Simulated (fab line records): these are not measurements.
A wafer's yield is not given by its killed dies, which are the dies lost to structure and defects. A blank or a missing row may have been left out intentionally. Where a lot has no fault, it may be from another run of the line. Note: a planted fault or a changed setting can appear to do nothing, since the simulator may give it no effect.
fab line records | flow berkeley_cmos170
record lots=14 | wafers=42 | last_day=12
route steps=331 shown M3@316
lots untouched by any fault: they come from a run of this same line in which no faults occurred
start_h: the number of hours between the record's first day and the start of the first shown wafer of the lot | wait_h: how many hours have passed since the lot's step before this one | " as in the row above | L1.1+2: several wafers, shown together as one row | - either no value or no given start | * or withheld: withheld | < > ~ a bound
route shown NAME@n: NAME is a module with steps in the file, n the number in the route of the first one | usual: mean/standard deviation taken from wafers without a fault | same: alike in all rows | chamber/n: place in a boat | sites: the reading at each site | _std_site: standard deviation across them | _edge_site: mean of outer sites minus mean of inner sites | radius_mm: how far each site lies from the wafer's centre | mask NAME#n: copy n | behind: the last tool/chamber to shape the wafer | hold: why the lot went on hold/how many hours it stayed there/how the hold came to an end | device: the transistor (n, p or np) that didn't switch | end of line: at the end of the route, the tests of the same wafers | for a step that has no rows: nothing shown but its recipe | killed: the dies lost at the first sort to structure and to defects; this is not the yield of the wafer | map: shows each die of a wafer: x if killed, . if not, _ if none is there
set.NAME: the setting that was run; set.NAME@STEP: the one run at that earlier step | model.NAME: the simulator's own value behind a step, which no gauge read
the route's steps for a sample of lots (tables are steps, rows are wafers)
services: from which hour (start_h, from the record's first day; less than 0 if before it) a tool's chamber was out of use, for how many hours, and why
## steps
# step UCB170_M3_STRIP_07
# recipe chemistry=O2 | power_w=400 | pressure_mtorr=3500 | platen_temp_c=withheld | o2_flow_sccm=400 | overash_fraction=0.5
# usual drypump_motor_current_A=5.94/0.28 | oes_product_au=0.735/0.0044 | strip_time_to_endpoint_s=21.99/0.072
lot.wafer | tool            | chamber | start_h | wait_h | drypump_motor_current_A | oes_product_au | rf_hours_counter_h | strip_time_to_endpoint_s
L339.2    | plasma_asher-04 | 1       | 169.85  | 0.1    | 6.46                    | 0.728          | 5                  | 22.00
L339.3    | "               | 0       | "       | "      | 5.82                    | 0.735          | -                  | 21.88
L339.4    | "               | 1       | "       | "      | 6.46                    | 0.738          | -                  | 22.00
L341.4    | plasma_asher-04 | 1       | 191.24  | 0.1    | 6.44                    | 0.722          | -                  | 21.87
L341.5    | "               | 0       | "       | "      | 5.81                    | 0.737          | -                  | 21.88
L341.6    | "               | 1       | "       | "      | 6.44                    | 0.734          | -                  | 21.92
L346.2    | plasma_asher-02 | 1       | 210.11  | 0.1    | 5.89                    | 0.738          | 43                 | 21.94
L346.3    | "               | 1       | "       | "      | 5.91                    | 0.736          | -                  | 22.00
L346.6    | "               | 1       | "       | "      | 5.91                    | 0.730          | -                  | 21.97
L345.2    | plasma_asher-04 | 0       | 211.20  | 0.1    | 5.85                    | 0.732          | 9                  | 21.98
L345.4    | "               | 0       | "       | "      | 5.83                    | 0.729          | -                  | 21.98
L345.6    | "               | 0       | "       | "      | 5.83                    | 0.733          | -                  | 22.05
L351.1    | plasma_asher-02 | 1       | 221.49  | 0.1    | 5.92                    | 0.728          | 44                 | 22.09
L351.4    | "               | 0       | "       | "      | 5.53                    | 0.729          | -                  | 22.14
L351.5    | "               | 0       | "       | "      | 5.56                    | 0.732          | -                  | 22.08
L350.1    | plasma_asher-03 | 1       | 222.24  | 0.1    | 5.89                    | 0.740          | 55                 | 21.98
L350.3    | "               | 0       | "       | "      | 5.83                    | 0.732          | -                  | 22.01
L350.4    | "               | 1       | "       | "      | 5.88                    | 0.738          | -                  | 21.93
L352.1    | plasma_asher-04 | 1       | 231.63  | 0.1    | 6.45                    | 0.740          | 12                 | 21.98
L352.2    | "               | 0       | "       | "      | 5.83                    | 0.739          | 12                 | 22.04
L352.5    | "               | 0       | "       | "      | 5.85                    | 0.739          | -                  | 22.04
L354.1    | plasma_asher-04 | 1       | 234.22  | 0.1    | 6.46                    | 0.740          | 12                 | 22.00
L354.3    | "               | 0       | "       | "      | 5.83                    | 0.742          | -                  | 22.05
L354.4    | "               | 1       | "       | "      | 6.48                    | 0.740          | -                  | 22.02
L353.3    | plasma_asher-03 | 0       | 234.29  | 0.1    | 5.82                    | 0.737          | -                  | 22.01
L353.4    | "               | 1       | "       | "      | 5.92                    | 0.730          | -                  | 22.03
L353.5    | "               | 0       | "       | "      | 5.79                    | 0.732          | -                  | 22.04
L355.3    | plasma_asher-03 | 0       | 245.62  | 0.1    | 5.77                    | 0.734          | -                  | 21.96
L355.4    | "               | 1       | "       | "      | 5.92                    | 0.730          | -                  | 21.89
L355.6    | "               | 1       | "       | "      | 5.90                    | 0.730          | -                  | 21.97
L358.1    | plasma_asher-03 | 1       | 259.66  | 0.1    | 5.89                    | 0.740          | 60                 | 22.05
L358.2    | "               | 0       | "       | "      | 5.80                    | 0.739          | 60                 | 22.06
L358.3    | "               | 0       | "       | "      | 5.78                    | 0.738          | -                  | 22.00
L359.1    | plasma_asher-04 | 0       | 265.34  | 0.1    | 5.86                    | 0.736          | 16                 | 21.94
L359.3    | "               | 1       | "       | "      | 6.46                    | 0.735          | -                  | 21.98
L359.5    | "               | 0       | "       | "      | 5.82                    | 0.741          | -                  | 21.95
L361.2    | plasma_asher-03 | 1       | 283.68  | 0.1    | 5.90                    | 0.735          | 63                 | 22.07
L361.4    | "               | 1       | "       | "      | 5.88                    | 0.733          | -                  | 22.08
L361.6    | "               | 0       | "       | "      | 5.79                    | 0.735          | -                  | 22.01
L360.2    | plasma_asher-02 | 0       | 285.10  | 0.1    | 5.56                    | 0.736          | 51                 | 21.99
L360.3    | "               | 1       | "       | "      | 5.91                    | 0.742          | -                  | 21.91
L360.4    | "               | 0       | "       | "      | 5.57                    | 0.732          | -                  | 21.93
# step UCB170_M3_DEVELOP_14
# recipe developer=TMAH | develop_time_s=45 | resist=KrF | dev_temp_c=21
# usual chill_plate_temp_C=23.01/0.095 | develop_time_s=45/0 | resist_line_temp_C=23.00/0.1
lot.wafer | tool           | chamber | start_h | wait_h | chill_plate_temp_C | develop_time_s | resist_line_temp_C
L339.2    | litho_track-02 | 0       | 171     | -      | 23.00              | 45             | 23.08
L339.3    | "              | 0       | "       | "      | 22.87              | 45             | 23.21
L339.4    | "              | 0       | "       | "      | 23.08              | 45             | 23.14
L341.4    | litho_track-03 | 0       | 192     | -      | 23.14              | 45             | 23.09
L341.5    | "              | 0       | "       | "      | 23.12              | 45             | 23.05
L341.6    | "              | 0       | "       | "      | 22.89              | 45             | 22.92
L346.2    | litho_track-03 | -       | 211     | -      | -                  | -              | -
L346.3    | "              | -       | "       | "      | -                  | -              | -
L346.6    | "              | -       | "       | "      | -                  | -              | -
L345.2    | litho_track-02 | -       | 212     | -      | -                  | -              | -
L345.4    | "              | -       | 213     | -      | -                  | -              | -
L345.6    | "              | -       | "       | "      | -                  | -              | -
L351.1    | litho_track-03 | 0       | 222     | -      | 22.97              | 45             | 23.08
L351.4    | "              | 0       | 223     | -      | 23.00              | 45             | 22.86
L351.5    | "              | 0       | "       | "      | 23.02              | 45             | 23.14
L350.1    | litho_track-01 | 0       | 223     | -      | 23.21              | 45             | 22.92
L350.3    | "              | 0       | 224     | -      | 23.06              | 45             | 22.86
L350.4    | "              | 0       | "       | "      | 23.08              | 45             | 22.90
L352.1    | litho_track-01 | 0       | 233     | -      | 22.98              | 45             | 22.92
L352.2    | "              | 0       | "       | "      | 23.01              | 45             | 23.07
L352.5    | "              | 0       | "       | "      | 23.03              | 45             | 23.03
L354.1    | litho_track-03 | 0       | 235     | -      | 23.07              | 45             | 22.90
L354.3    | "              | 0       | "       | "      | 23.01              | 45             | 22.98
L354.4    | "              | 0       | "       | "      | 23.12              | 45             | 22.96
L353.3    | litho_track-02 | 0       | 235     | -      | 23.14              | 45             | 23.01
L353.4    | "              | 0       | "       | "      | 22.99              | 45             | 22.91
L353.5    | "              | 0       | "       | "      | 23.18              | 45             | 23.06
L355.3    | litho_track-01 | 0       | 247     | -      | 23.15              | 45             | 23.00
L355.4    | "              | 0       | "       | "      | 22.96              | 45             | 22.94
L355.6    | "              | 0       | "       | "      | 22.93              | 45             | 23.00
L358.1    | litho_track-02 | 0       | 261     | -      | 23.00              | 45             | 23.13
L358.2    | "              | 0       | "       | "      | 22.90              | 45             | 23.12
L358.3    | "              | 0       | "       | "      | 22.94              | 45             | 22.97
L359.1    | litho_track-03 | 0       | 267     | -      | 23.04              | 45             | 23.13
L359.3    | "              | 0       | "       | "      | 23.01              | 45             | 23.17
L359.5    | "              | 0       | "       | "      | 22.94              | 45             | 22.92
L361.2    | litho_track-01 | 0       | 285     | -      | 23.06              | 45             | 23.09
L361.4    | "              | 0       | "       | "      | 22.96              | 45             | 22.92
L361.6    | "              | 0       | 286     | -      | 23.12              | 45             | 23.10
L360.2    | litho_track-02 | 0       | 286     | -      | 23.07              | 45             | 22.84
L360.3    | "              | 0       | "       | "      | 22.95              | 45             | 22.99
L360.4    | "              | 0       | "       | "      | 23.14              | 45             | 23.05
# step UCB170_M3_OVL_MEAS_16
# usual M3_OVL=4/5.3
lot.wafer | tool       | chamber | start_h | wait_h | M3_OVL[nm]
L339.2    | overlay-02 | -       | 171.68  | 0.1    | -6
L339.3    | "          | -       | "       | "      | -1
L339.4    | "          | -       | "       | "      | -8
L341.4    | overlay-01 | -       | 192.78  | 0.1    | 7
L341.5    | "          | -       | "       | "      | -2
L341.6    | "          | -       | "       | "      | 9
L346.2    | overlay-02 | -       | 211.60  | 0.1    | -
L346.3    | "          | -       | "       | "      | -
L346.6    | "          | -       | "       | "      | -
L345.2    | overlay-01 | -       | 213.20  | 0.1    | -
L345.4    | "          | -       | "       | "      | -
L345.6    | "          | -       | "       | "      | -
L351.1    | overlay-01 | -       | 223.24  | 0.1    | -1
L351.4    | "          | -       | "       | "      | 8
L351.5    | "          | -       | "       | "      | 2
L350.1    | overlay-01 | -       | 224.20  | 0.1    | 4
L350.3    | "          | -       | "       | "      | 6
L350.4    | "          | -       | "       | "      | 4
L352.1    | overlay-01 | -       | 233.48  | 0.1    | 1
L352.2    | "          | -       | "       | "      | 0
L352.5    | "          | -       | "       | "      | 6
L354.1    | overlay-01 | -       | 235.87  | 0.1    | 1
L354.3    | "          | -       | "       | "      | 2
L354.4    | "          | -       | "       | "      | 0
L353.3    | overlay-01 | -       | 235.99  | 0.1    | 9
L353.4    | "          | -       | "       | "      | -2
L353.5    | "          | -       | "       | "      | 8
L355.3    | overlay-01 | -       | 247.56  | 0.1    | 10
L355.4    | "          | -       | "       | "      | 3
L355.6    | "          | -       | "       | "      | 7
L358.1    | overlay-02 | -       | 261.42  | 0.1    | 2
L358.2    | "          | -       | "       | "      | 9
L358.3    | "          | -       | "       | "      | 6
L359.1    | overlay-01 | -       | 267.81  | 0.1    | 18
L359.3    | "          | -       | "       | "      | 7
L359.5    | "          | -       | "       | "      | 12
L361.2    | overlay-02 | -       | 286.16  | 0.1    | -1
L361.4    | "          | -       | "       | "      | 5
L361.6    | "          | -       | "       | "      | -3
L360.2    | overlay-01 | -       | 287.12  | 0.1    | -9
L360.3    | "          | -       | "       | "      | 5
L360.4    | "          | -       | "       | "      | -4
# step UCB170_M3_ETCH_17
# recipe chemistry=N2/H2 | target_depth_a=withheld | overetch_a=withheld | target=BARC | time_s=withheld | source_w=500 | bias_w=100 | pressure_mtorr=30 | n2_flow_sccm=100 | h2_flow_sccm=200
# usual drypump_motor_current_A=5.5/0.54 | oes_product_au=1.002/0.016 | throttle_valve_pct=13.28/0.15
lot.wafer | tool        | chamber | start_h | wait_h | drypump_motor_current_A | oes_product_au | throttle_valve_pct
L339.2    | rie_diel-03 | 0       | 171.71  | 0.0    | 6.0                     | 0.999          | 13.32
L339.3    | "           | 2       | "       | "      | 5.7                     | 1.005          | 13.36
L339.4    | "           | 1       | "       | "      | 5.1                     | 1.000          | 13.48
L341.4    | rie_diel-04 | 0       | 192.80  | 0.0    | 6.4                     | 1.002          | 13.26
L341.5    | "           | 1       | "       | "      | 5.2                     | 1.011          | 13.47
L341.6    | "           | 2       | "       | "      | 4.8                     | 0.977          | 13.01
L346.2    | rie_diel-03 | 0       | 211.63  | 0.0    | 6.0                     | 1.001          | 13.34
L346.3    | "           | 2       | "       | "      | 5.7                     | 1.006          | 13.36
L346.6    | "           | 1       | "       | "      | 5.0                     | 1.009          | 13.48
L345.2    | rie_diel-03 | 3       | 213.23  | 0.0    | 4.9                     | 0.996          | 13.14
L345.4    | "           | 2       | "       | "      | 5.7                     | 0.999          | 13.37
L345.6    | "           | 1       | "       | "      | 5.0                     | 1.009          | 13.48
L351.1    | rie_diel-03 | 0       | 223.27  | 0.0    | 6.0                     | 0.997          | 13.33
L351.4    | "           | 2       | "       | "      | 5.7                     | 1.000          | 13.36
L351.5    | "           | 3       | "       | "      | 4.9                     | 0.999          | 13.14
L350.1    | rie_diel-01 | 0       | 224.24  | 0.0    | 5.9                     | 0.991          | 13.01
L350.3    | "           | 3       | "       | "      | 5.6                     | 1.002          | 13.10
L350.4    | "           | 1       | "       | "      | 6.4                     | 1.047          | 13.36
L352.1    | rie_diel-04 | 3       | 233.51  | 0.0    | 5.4                     | 1.011          | 13.30
L352.2    | "           | 1       | "       | "      | 5.2                     | 1.010          | 13.47
L352.5    | "           | 0       | "       | "      | 6.4                     | 0.987          | 13.29
L354.1    | rie_diel-01 | 2       | 235.90  | 0.0    | 6.2                     | 1.006          | 13.16
L354.3    | "           | 0       | "       | "      | 5.9                     | 0.987          | 13.02
L354.4    | "           | 3       | "       | "      | 5.6                     | 1.003          | 13.09
L353.3    | rie_diel-03 | 1       | 236.02  | 0.0    | 5.0                     | 1.005          | 13.48
L353.4    | "           | 2       | "       | "      | 5.8                     | 1.007          | 13.38
L353.5    | "           | 0       | "       | "      | 6.0                     | 0.993          | 13.33
L355.3    | rie_diel-03 | 0       | 247.59  | 0.0    | 6.0                     | 0.984          | 13.34
L355.4    | "           | 3       | "       | "      | 4.9                     | 1.003          | 13.13
L355.6    | "           | 1       | "       | "      | 5.0                     | 1.007          | 13.47
L358.1    | rie_diel-03 | 3       | 261.45  | 0.0    | 5.0                     | 1.004          | 13.12
L358.2    | "           | 2       | "       | "      | 5.7                     | 1.018          | 13.37
L358.3    | "           | 1       | "       | "      | 5.0                     | 1.009          | 13.48
L359.1    | rie_diel-04 | 0       | 267.85  | 0.0    | 6.4                     | 0.980          | 13.26
L359.3    | "           | 3       | "       | "      | 5.4                     | 1.003          | 13.30
L359.5    | "           | 3       | "       | "      | 5.4                     | 0.999          | 13.29
L361.2    | rie_diel-04 | 2       | 286.19  | 0.0    | 4.8                     | 0.984          | 13.00
L361.4    | "           | 0       | "       | "      | 6.4                     | 0.994          | 13.27
L361.6    | "           | 2       | "       | "      | 4.8                     | 0.988          | 13.03
L360.2    | rie_diel-03 | 2       | 287.15  | 0.0    | 5.7                     | 1.012          | 13.38
L360.3    | "           | 3       | "       | "      | 5.0                     | 0.987          | 13.11
L360.4    | "           | 0       | "       | "      | 6.0                     | 0.995          | 13.32
## services
tool            | chamber | start_h | hours | kind
rie_diel-04     | 1       | 146.01  | -     | clean
rie_diel-04     | 1       | 146.01  | 14.7  | scheduled_down
rie_diel-04     | 1       | 146.01  | 14.7  | vent_cycle
rie_diel-01     | -       | 158.29  | 56.2  | repair
plasma_asher-04 | -       | 164.98  | 2.8   | pm
rie_diel-04     | -       | 166.65  | 14.6  | pm
rie_diel-01     | -       | 172.93  | 19.7  | repair
rie_diel-04     | 2       | 204.47  | 5.6   | repair
rie_diel-04     | 2       | 211.78  | 6.0   | repair
litho_track-02  | -       | 212.70  | -     | consumable_replace:filter
rie_diel-01     | -       | 219.29  | 0.7   | repair
rie_diel-01     | 2       | 229.54  | 2.3   | repair
plasma_asher-02 | -       | 239.56  | 0.5   | repair
plasma_asher-02 | -       | 261.21  | 2.8   | pm
## key
first_sign step=UCB170_M3_DEVELOP_14 | reading=tool_record | direction=missing
effect none on later readings
met_at UCB170_M3_DEVELOP_14
struck_lots L345,L346
later_rows_left_out L345.2,L345.4,L345.6,L346.2,L346.3,L346.6
sort_left_out L345.2,L345.4,L345.6,L346.2,L346.3,L346.6
not_acting_at UCB170_M3_STRIP_07,UCB170_M3_OVL_MEAS_16,UCB170_M3_ETCH_17
onset_between 192 211
fault kind=skipped_step_whole | tool=litho_track-02,litho_track-03 | chamber=- | onset_h=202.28 | steps=UCB170_M3_DEVELOP_14 | scope=struck_lots_only
# sort_left_out: the simulated sort isn't trusted on such a fault, so these wafers' sort isn't shown, and their yield isn't known
# later_rows_left_out: the simulator's readings of these wafers behind a module that went badly wrong aren't trusted and aren't shown, but for the sort
